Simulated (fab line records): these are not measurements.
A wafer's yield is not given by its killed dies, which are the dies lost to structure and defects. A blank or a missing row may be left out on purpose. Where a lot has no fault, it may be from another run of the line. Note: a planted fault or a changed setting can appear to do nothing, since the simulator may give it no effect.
Lot-split experiment	flow rit-cmos	23 wafers read across 5 lots, on a route 202 steps long

## ON THE SPLIT
At RIT_GATE_OXIDATION_05 (target thk 3 nm, ox time 270 s), the setting ox-time-s was moved away from the recipe's 270 s on 20 of the 23 wafers read, by -14.4% to +8.5%. The other wafers ran this setting at the recipe's value.

## FROM THE SPLIT ON TO THE READING: in between, the file shows 1 step
- RIT_GATE_ANNEAL_06: time 600 s

## THE READING
GATE_OXIDE_THK in nanometres, read at RIT_GATE_THK_MEAS_07. Typical for fault-free wafers on this fab line: 3.02 nm, with standard deviation 0.059 nm.

wafer	tool, chamber at the split	ox-time-s as run, s	against the recipe	GATE_OXIDE_THK, nm	against lot-mates on the recipe
L074.1	-, -	242	-10.4%	2.71	no lot-mate on the recipe
L074.2	-, -	242	-10.4%	2.74	no lot-mate on the recipe
L074.3	-, -	242	-10.4%	2.68	no lot-mate on the recipe
L074.4	-, -	242	-10.4%	2.79	no lot-mate on the recipe
L074.5	-, -	242	-10.4%	2.71	no lot-mate on the recipe
L082.2	furnace-03, 0	270	recipe	2.99	-
L082.4	furnace-03, 0	270	recipe	3.06	-
L082.5	furnace-03, 0	270	recipe	3.03	-
L083.1	-, -	245.9	-8.9%	2.89	no lot-mate on the recipe
L083.3	-, -	245.9	-8.9%	2.85	no lot-mate on the recipe
L083.4	-, -	245.9	-8.9%	2.86	no lot-mate on the recipe
L083.5	-, -	245.9	-8.9%	2.86	no lot-mate on the recipe
L083.6	-, -	245.9	-8.9%	2.86	no lot-mate on the recipe
L084.2	-, -	293	+8.5%	3.17	no lot-mate on the recipe
L084.3	-, -	293	+8.5%	3.15	no lot-mate on the recipe
L084.4	-, -	293	+8.5%	3.26	no lot-mate on the recipe
L084.5	-, -	293	+8.5%	3.12	no lot-mate on the recipe
L084.6	-, -	293	+8.5%	3.13	no lot-mate on the recipe
L085.1	-, -	231.2	-14.4%	2.67	no lot-mate on the recipe
L085.2	-, -	231.2	-14.4%	2.61	no lot-mate on the recipe
L085.3	-, -	231.2	-14.4%	2.63	no lot-mate on the recipe
L085.4	-, -	231.2	-14.4%	2.63	no lot-mate on the recipe
L085.6	-, -	231.2	-14.4%	2.66	no lot-mate on the recipe

THE FIT
A straight line over all 23 wafers: GATE_OXIDE_THK changes by +0.0226 nm for each +1% of ox-time-s; r = +0.96; the points scatter about the line by 0.056 nm.
Too few moved wafers have a lot-mate on the recipe to fit a line with each lot's own level taken away.

## THE WHOLE CHAIN: every reading that the file lists as answering this split, in the file's order
step	what it does	reading	change (the file's fit)	r (the file's)
RIT_GATE_OXIDATION_05	target thk 3 nm, ox time 270 s	SiO2_of_GATE_OXIDATION_05.thk-nm (the simulator's own value, which no gauge read)	+0.0221 nm for each +1% of the setting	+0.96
RIT_GATE_THK_MEAS_07		GATE_OXIDE_THK	+0.0225 for each +1% of the setting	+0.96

## FILE'S OWN FIT
GATE_OXIDE_THK changes by +0.0225 nm for each +1% of ox-time-s, r = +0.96.
